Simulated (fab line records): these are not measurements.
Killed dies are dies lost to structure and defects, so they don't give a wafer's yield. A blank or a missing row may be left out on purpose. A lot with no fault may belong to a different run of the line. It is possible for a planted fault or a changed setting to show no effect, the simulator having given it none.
The tool behind it: which one? -- flow rit-cmos -- 14 lots with 42 wafers sampled at 2 steps, on a route of 202 steps

== WHAT THE GAUGES READ, wafer by wafer ==
RIT_PRETRO_TW_MEAS_10.
lot,measured,on,PRETRO_TW
L599,day 2 08:02,film-metro-01,475.7 479.4 480.0
L602,day 2 23:43,film-metro-02,476.8 477.5 478.5
L603,day 3 04:15,film-metro-02,478.4 478.9 478.8
L606,day 3 19:50,film-metro-04,480.6 482.4 481.5
L607,day 4 01:10,film-metro-04,479.9 482.5 480.0
L608,day 4 06:19,film-metro-02,477.5 476.8 477.6
L609,day 4 13:56,film-metro-02,478.0 477.0 475.3
L610,day 4 15:02,film-metro-02,479.0 479.7 477.7
L611,day 4 20:10,film-metro-02,474.6 479.2 478.0
L614,day 5 17:06,film-metro-02,455.2 455.6 455.2
L616,day 5 22:54,film-metro-04,460.2 460.3 458.9
L618,day 6 08:57,film-metro-04,479.1 480.8 479.8
L621,day 6 22:57,film-metro-01,478.9 479.6 477.9
L622,day 7 02:43,film-metro-02,473.1 475.2 477.4

== WHICH TOOL RAN EACH LOT (tool, then ch and the chambers of the sampled wafers, then the start) ==
lot,RIT_PRETRO_IMPLANT_08
L599,"implanter-03 ch 0, day 2 07:43"
L602,"implanter-03 ch 0, day 2 23:24"
L603,"implanter-03 ch 0, day 3 03:55"
L606,"implanter-03 ch 0, day 3 19:31"
L607,"implanter-01 ch 0, day 4 00:52"
L608,"implanter-03 ch 0, day 4 05:59"
L609,"implanter-02 ch 0, day 4 13:30"
L610,"implanter-03 ch 0, day 4 14:44"
L611,"implanter-03 ch 0, day 4 19:52"
L614,"implanter-03 ch 0, day 5 16:49"
L616,"implanter-03 ch 0, day 5 22:35"
L618,"implanter-02 ch 0, day 6 08:40"
L621,"implanter-02 ch 0, day 6 22:40"
L622,"implanter-02 ch 0, day 7 02:25"
- RIT_PRETRO_IMPLANT_08

== WHAT THE TOOLS THEMSELVES READ (means of the sampled wafers that have a number; where no wafer has one, the mark that the record gives instead) ==
RIT_PRETRO_IMPLANT_08.
lot,tool,beam-energy-keV,tilt-deg (degrees)
L599,implanter-03,45.003,7.011
L602,implanter-03,45.030,7.008
L603,implanter-03,45.011,6.991
L606,implanter-03,45.004,7.025
L607,implanter-01,44.979,6.990
L608,implanter-03,44.997,6.996
L609,implanter-02,44.994,6.982
L610,implanter-03,44.988,6.987
L611,implanter-03,45.006,7.003
L614,implanter-03,34.223,6.999
L616,implanter-03,34.198,7.017
L618,implanter-02,44.988,7.008
L621,implanter-02,44.995,7.001
L622,implanter-02,44.971,7.017

== THE ANSWER, worked out from the rows above alone ==
Rule: usual is defined by the lots themselves. The widest of any qualifying gaps counts: lots, ordered by their means at a reading, are off when they make up no more than a third of the lots, leave a main group of 4 or more, and stand apart from it by 3 or more times the standard deviation of that group's means. If all means in a main group match to the digits the tables above print for the reading, that group is not used. Also off: a lot with no number at a reading for which 4 or more lots have one. Where the step has rows for the other lots, those lots are counted as sound. After the gauges, taken in route order, come the tools' own readings; for these a lot's mean is taken, as printed above. The first step at which some lot is off is used, and at that step the reading that is off furthest; a lot without a number counts as furthest.
Off: L614, L616, seen at RIT_PRETRO_TW_MEAS_10 (PRETRO_TW). The main group has a mean of 478.4 with a standard deviation of 1.7.
A tool fits if, at a process step before that reading, it ran every lot that is off, and no sound lot after the first of them. The gauges at RIT_PRETRO_TW_MEAS_10 aren't tried: what is off there is off at RIT_PRETRO_IMPLANT_08 too, on other tools, and a gauge's error can't cause that. One candidate fits, namely implanter-03 at RIT_PRETRO_IMPLANT_08. Its last sound lot is L611 (day 4 19:52), its first lot that is off L614 (day 5 16:49): a fault that began between those two fits.
On the lots that are off, the tool's own readings at RIT_PRETRO_IMPLANT_08 differ by more than 5 times the standard deviation of the sound lots' means, which bears it out; beam-energy-keV reads 34.210 there versus 44.997 on the sound lots.

== WHAT WAS PUT IN BY THE SIMULATOR ==
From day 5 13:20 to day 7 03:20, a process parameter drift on implanter-03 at RIT_PRETRO_IMPLANT_08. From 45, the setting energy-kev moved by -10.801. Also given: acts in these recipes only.
Struck lots among those shown: L614, L616. This agrees with what the rule above found.
